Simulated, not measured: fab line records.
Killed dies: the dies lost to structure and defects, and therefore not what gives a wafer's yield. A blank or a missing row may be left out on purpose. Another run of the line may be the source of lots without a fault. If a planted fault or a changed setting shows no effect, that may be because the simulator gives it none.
Struck lot and sound lot, side by side ; flow berkeley cmos170 ; 14 out of 331 route steps
Sound: wafers L610.2, L610.4, L610.5. The struck wafers were L609.4, L609.5, L609.6. Last of all comes the cause.
Order at every step that has rows: each side's tool, ch and its chambers, its first start. Under that, the readings that differ: sound wafers ; struck wafers ; difference of the means ; sigmas: that difference in standard deviations of wafers without a fault.
alike: readings with means less than 2 such deviations apart, plus words and numbers identical on both sides. not compared: withheld readings, readings lacking a value on some wafer, bounds such as >300 that could conceal the same value, and numbers that have no deviation in the record and whose values overlap.
Wherever a step has rows on one side only, a row that says differs or no value, or a row with sigmas, the two part there. Non-overlapping numbers with no deviation appear without sigmas and do not part them. Lack of a reading on every wafer of one side parts them only where that side has two or more wafers.

first, 1 step without rows for these wafers: UCB170_M1_ANNEAL_14 (time 1200 s).
UCB170_V1_CVD_00: deposits SiO2 from TEOS/O2, target thk 2000 nm, time 250 s.
  sound on pecvd-01 ch 0,1,2, day 12 15:14; struck on pecvd-02 ch 0,1,2, day 11 23:58
  alike: heater power w, pressure mtorr
UCB170_V1_THK_MEAS_01:
  sound on film metro-04, day 12 15:25; struck on film metro-04, day 12 00:04
  alike: V1_TEOS_THK
UCB170_V1_CMP_02: polishes SiO2.
  sound on cmp-02 ch 0,2,3, day 12 15:34; struck on cmp-02 ch 2,3, day 12 00:09
  alike: motor current A, slurry flow ml min
UCB170_V1_BOW_MEAS_03:
  sound on film metro-04, day 12 15:47; struck on film metro-02, day 12 00:28
  alike: V1_BOW
UCB170_V1_THK_MEAS_04:
  sound on film metro-04, day 12 15:53; struck on film metro-02, day 12 00:33
  alike: V1_POLISHED_THK
then, 5 steps without rows for these wafers: UCB170_V1_CLEAN_05 (cleans in DIW); UCB170_V1_HMDS_06 (prime time 60 s); UCB170_V1_COAT_07 (resist thk 900 nm); UCB170_V1_SOFTBAKE_08 (time 60 s); UCB170_V1_EXPOSE_09 (exposes mask VIA1, target cd 700 nm).
UCB170_V1_PEB_10:
  sound on litho track-02 ch 0, day 12 17:19; struck on litho track-02 ch 0, day 12 02:31
  alike: chill plate temp C, plate sensor t centre C, plate sensor t edge C
UCB170_V1_DEVELOP_11: develop time 45 s.
  struck on litho track-02, day 12 02:00; sound on litho track-02 ch 0, day 12 17:00
  no value came back on the struck wafers for chill plate temp C (C), develop time s (s); on the sound wafers chill plate temp C (C) reads 23.07 22.96 23.04
reading;sound;struck;difference;sigmas
model.KrF_of_V1_COAT_07.thk nm (nm);882 882.5 886.2;902.5 903.4 902.6;+19.3;
UCB170_V1_CD_MEAS_12: the cd target is 700 nm.
  sound on cd sem-01, day 12 17:35; struck on cd sem-02, day 12 02:47
reading;sound;struck;difference;sigmas
cd nm (nm);700.3 697.5 698.0;- - -;no value on the struck wafers;

## WHERE THEY PART
Earliest at UCB170_V1_DEVELOP_11; latest, in this record, at UCB170_V1_CD_MEAS_12.

WHY: whatever the simulator had introduced
Whole step skipped at UCB170_V1_DEVELOP_11 on litho track-02, starting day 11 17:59. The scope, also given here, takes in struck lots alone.
